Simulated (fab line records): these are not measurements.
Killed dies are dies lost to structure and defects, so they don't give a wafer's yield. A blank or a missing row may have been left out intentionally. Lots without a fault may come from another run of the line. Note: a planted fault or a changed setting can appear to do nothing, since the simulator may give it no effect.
The tool behind it: which one? || flow berkeleyCmos170 || 21 wafers from 7 lots sampled at 3 of the route's 331 steps

WHAT EACH GAUGE READ, for each wafer
UCB170_PSD_TW_MEAS_10.
{"lot": "L859", "measured": "day 8 13:09", "on": "filmMetro-03", "PSD_TW": "2338 2345 2333"}
{"lot": "L863", "measured": "day 9 08:44", "on": "filmMetro-03", "PSD_TW": "2321 2332 2334"}
{"lot": "L865", "measured": "day 9 09:13", "on": "filmMetro-02", "PSD_TW": "2290 2292 2297"}
{"lot": "L867", "measured": "day 9 14:20", "on": "filmMetro-02", "PSD_TW": "2308 2304 2304"}
{"lot": "L871", "measured": "day 10 16:44", "on": "filmMetro-03", "PSD_TW": "2332 2323 2340"}
{"lot": "L874", "measured": "day 11 11:55", "on": "filmMetro-01", "PSD_TW": "2479 2466 2479"}
{"lot": "L877", "measured": "day 12 01:34", "on": "filmMetro-01", "PSD_TW": "2479 2499 2481"}

TOOL THAT RAN EACH LOT (tool first, then ch and the chambers of the sampled wafers, then the start)
{"lot": "L859", "UCB170_PSD_IMPLANT_08": "implanter-03 ch 0, day 8 12:56", "UCB170_PSD_STRIP_09": "plasmaAsher-03 ch 0,1, day 8 13:04"}
{"lot": "L863", "UCB170_PSD_IMPLANT_08": "implanter-01 ch 0, day 9 08:29", "UCB170_PSD_STRIP_09": "plasmaAsher-02 ch 0,1, day 9 08:38"}
{"lot": "L865", "UCB170_PSD_IMPLANT_08": "implanter-03 ch 0, day 9 09:00", "UCB170_PSD_STRIP_09": "plasmaAsher-02 ch 0,1, day 9 09:08"}
{"lot": "L867", "UCB170_PSD_IMPLANT_08": "implanter-03 ch 0, day 9 14:05", "UCB170_PSD_STRIP_09": "plasmaAsher-04 ch 0,1, day 9 14:14"}
{"lot": "L871", "UCB170_PSD_IMPLANT_08": "implanter-03 ch 0, day 10 16:29", "UCB170_PSD_STRIP_09": "plasmaAsher-02 ch 0,1, day 10 16:38"}
{"lot": "L874", "UCB170_PSD_IMPLANT_08": "implanter-01 ch 0, day 11 11:40", "UCB170_PSD_STRIP_09": "plasmaAsher-04 ch 0,1, day 11 11:49"}
{"lot": "L877", "UCB170_PSD_IMPLANT_08": "implanter-01 ch 0, day 12 01:19", "UCB170_PSD_STRIP_09": "plasmaAsher-02 ch 0,1, day 12 01:28"}
- UCB170_PSD_IMPLANT_08
- UCB170_PSD_STRIP_09: strips in O2.

THE ANSWER, worked out from the rows above alone
Rule: usual is defined by the lots themselves. Put in order of their means at a reading, lots are off if they are a third of the lots or fewer, leave a main group of 4 or more, and stand apart from it by a gap of 3 or more times the standard deviation of the main group's means; of several such gaps the widest counts. The tables above print the reading to a certain number of digits; a main group whose means all agree to those digits is not used. A lot without any number at a reading at which 4 lots or more have one is off too. All remaining lots with rows at the step are treated as sound.
Off: at UCB170_PSD_TW_MEAS_10 (PSD_TW), L874, L877. For the main group the mean is 2320 and the standard deviation 17.
If a tool, at a process step before that reading, ran all the lots that are off and no sound lot after the first of them, it fits. Those tools and the gauges at UCB170_PSD_TW_MEAS_10 are tried in the same way. Undecided on this evidence; 2 tools fit (implanter-01 at UCB170_PSD_IMPLANT_08, filmMetro-01 at UCB170_PSD_TW_MEAS_10).

WHAT THE SIMULATOR PUT IN
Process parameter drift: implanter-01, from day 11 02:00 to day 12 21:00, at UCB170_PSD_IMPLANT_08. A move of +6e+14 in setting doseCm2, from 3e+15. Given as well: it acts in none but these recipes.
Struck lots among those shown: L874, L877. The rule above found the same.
